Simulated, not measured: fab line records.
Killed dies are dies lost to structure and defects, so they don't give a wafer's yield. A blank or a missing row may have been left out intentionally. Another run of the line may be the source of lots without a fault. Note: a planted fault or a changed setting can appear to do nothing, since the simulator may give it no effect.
Check of tool commonality -- flow berkeley_cmos170 -- 48 wafers sampled across 14 lots

WHY IT WAS OPENED
At UCB170_GATE_CD_MEAS_12 the reading cd_nm is flagged on 2 of 14 lots. No-fault wafers: 349.6 nm, standard deviation 1.4.
Rule: a lot gets a flag if all its wafers with a number sit over 4 standard deviations from that mean, or if no wafer of it has a number. The other lots count as sound.

lot,measured,on,"cd_nm (nm), wafer by wafer",flag
L387,day 7 13:22,cd_sem-02,349.2 350.7 349.6,
L388,day 7 13:55,cd_sem-01,348.9 348.6 348.4,
L389,day 7 14:12,cd_sem-02,350.8 349.9 351.3,
L391,day 8 13:58,cd_sem-01,348.3 347.9 347.3,
L390,day 8 14:12,cd_sem-01,349.7 348.8 349.4,
L397,day 10 16:04,cd_sem-01,319.6 333.5 342.0 320.0 333.7 342.0,FLAGGED
L400,day 10 16:27,cd_sem-02,324.4 326.8 322.3 324.7 327.1 322.5,FLAGGED
L403,day 11 11:25,cd_sem-01,348.5 349.9 348.3,
L401,day 11 11:37,cd_sem-01,348.4 350.3 349.7,
L404,day 12 00:38,cd_sem-01,351.7 351.3 352.8,
L405,day 12 00:42,cd_sem-02,348.8 348.1 348.5,
L406,day 12 05:55,cd_sem-02,348.7 350.2 348.1,
L410,day 12 16:14,cd_sem-01,348.7 348.1 348.2,
L408,day 12 16:38,cd_sem-02,348.3 349.3 349.5,
On average the flagged lots' numbers are 328.2 nm, which is -21.4 nm against the usual, or -15 standard deviations.

WHICH TOOL EACH LOT WENT THROUGH
Before the reading, the record contains 3 process steps out of a 331-step route. Each cell gives the tool, then ch followed by the chambers the sampled wafers passed through, then the start.
lot,flag,UCB170_ACTIVE_ETCH_15,UCB170_PVT_STRIP_08,UCB170_GATE_EXPOSE_09
L387,,"rie_diel-01 ch 1,2,3, day 5 01:58","plasma_asher-01 ch 0,1, day 6 22:56","krf_scanner-02 ch 0, day 7 12:46"
L388,,"rie_diel-03 ch 1,2,3, day 5 08:34","plasma_asher-03 ch 0,1, day 7 01:59","krf_scanner-01 ch 0, day 7 13:08"
L389,,"rie_diel-04 ch 0,1,3, day 5 08:51","plasma_asher-01 ch 0,1, day 7 01:40","krf_scanner-02 ch 0, day 7 13:22"
L391,,"rie_diel-04 ch 0,2,3, day 6 02:35","plasma_asher-01 ch 0,1, day 7 18:25","krf_scanner-02 ch 0, day 8 13:22"
L390,,"rie_diel-01 ch 2,3, day 6 02:49","plasma_asher-01 ch 0,1, day 7 17:56","krf_scanner-01 ch 0, day 8 13:43"
L397,FLAGGED,"rie_diel-01 ch 0,2,3, day 7 12:29","plasma_asher-03 ch 0,1, day 9 13:17","krf_scanner-02 ch 0, day 10 15:23"
L400,FLAGGED,"rie_diel-03 ch 0,1,3, day 7 12:07","plasma_asher-03 ch 0,1, day 9 13:41","krf_scanner-02 ch 0, day 10 15:58"
L403,,"rie_diel-04 ch 0,1,3, day 7 23:55","plasma_asher-04 ch 0,1, day 10 15:57","krf_scanner-01 ch 0, day 11 10:19"
L401,,"rie_diel-03 ch 2,3, day 7 23:47","plasma_asher-01 ch 0,1, day 10 15:13","krf_scanner-01 ch 0, day 11 10:26"
L404,,"rie_diel-04 ch 0,1,2, day 9 02:33","plasma_asher-01 ch 0,1, day 11 11:35","krf_scanner-01 ch 0, day 11 23:52"
L405,,"rie_diel-03 ch 0,1, day 9 02:40","plasma_asher-01 ch 0,1, day 11 11:44","krf_scanner-01 ch 0, day 12 00:05"
L406,,"rie_diel-01 ch 0,3, day 9 14:01","plasma_asher-04 ch 0,1, day 11 16:15","krf_scanner-01 ch 0, day 12 05:22"
L410,,"rie_diel-03 ch 0,1,2, day 10 03:53","plasma_asher-04 ch 0,1, day 12 04:22","krf_scanner-01 ch 0, day 12 15:37"
L408,,"rie_diel-01 ch 0,3, day 10 03:46","plasma_asher-04 ch 0,1, day 12 05:06","krf_scanner-01 ch 0, day 12 16:13"
What is done by these steps:
- UCB170_ACTIVE_ETCH_15: etches Si3N4 in CH3F/Ar/O2, stops on SiO2, target depth 242 nm, time 151 s.
- UCB170_PVT_STRIP_08: strips in O2.
- UCB170_GATE_EXPOSE_09: exposes mask POLY, target cd 350 nm.
- UCB170_GATE_CD_MEAS_12: target cd 350 nm.

FLAGGED OVER TOTAL, TOOL BY TOOL (the gauges that took the reading come last)
step,tool,lots run,flagged,share of the flagged lots,sound lots run after its first flagged lot
UCB170_ACTIVE_ETCH_15,rie_diel-01,5,1,some,"2 (L406,L408)"
UCB170_ACTIVE_ETCH_15,rie_diel-03,5,1,some,"3 (L401,L405,L410)"
UCB170_ACTIVE_ETCH_15,rie_diel-04,4,0,none,-
UCB170_PVT_STRIP_08,plasma_asher-01,7,0,none,-
UCB170_PVT_STRIP_08,plasma_asher-03,3,2,all,0
UCB170_PVT_STRIP_08,plasma_asher-04,4,0,none,-
UCB170_GATE_EXPOSE_09,krf_scanner-01,9,0,none,-
UCB170_GATE_EXPOSE_09,krf_scanner-02,5,2,all,0
UCB170_GATE_CD_MEAS_12,cd_sem-01,8,1,some,"4 (L403,L401,L404,L410)"
UCB170_GATE_CD_MEAS_12,cd_sem-02,6,1,some,"3 (L405,L406,L408)"

WHAT THE TABLE ALLOWS
Every flagged lot went through 2 rows of the table: plasma_asher-03 at UCB170_PVT_STRIP_08 and krf_scanner-02 at UCB170_GATE_EXPOSE_09.
- plasma_asher-03 at UCB170_PVT_STRIP_08: 2 of its 3 lots flagged. Its last sound lot is L388 (day 7 01:59), its first flagged lot L397 (day 9 13:17): a fault that began between those two fits.
- krf_scanner-02 at UCB170_GATE_EXPOSE_09: 2 of its 5 lots flagged. Its last sound lot is L391 (day 8 13:22), its first flagged lot L397 (day 10 15:23): a fault that began between those two fits.
These 2 tools cannot be told apart by counting lots, since each of them fits a fault that started at some hour. More lots, or a look at what each step does to the wafer, might.

WHAT THE SIMULATOR HAD PUT IN
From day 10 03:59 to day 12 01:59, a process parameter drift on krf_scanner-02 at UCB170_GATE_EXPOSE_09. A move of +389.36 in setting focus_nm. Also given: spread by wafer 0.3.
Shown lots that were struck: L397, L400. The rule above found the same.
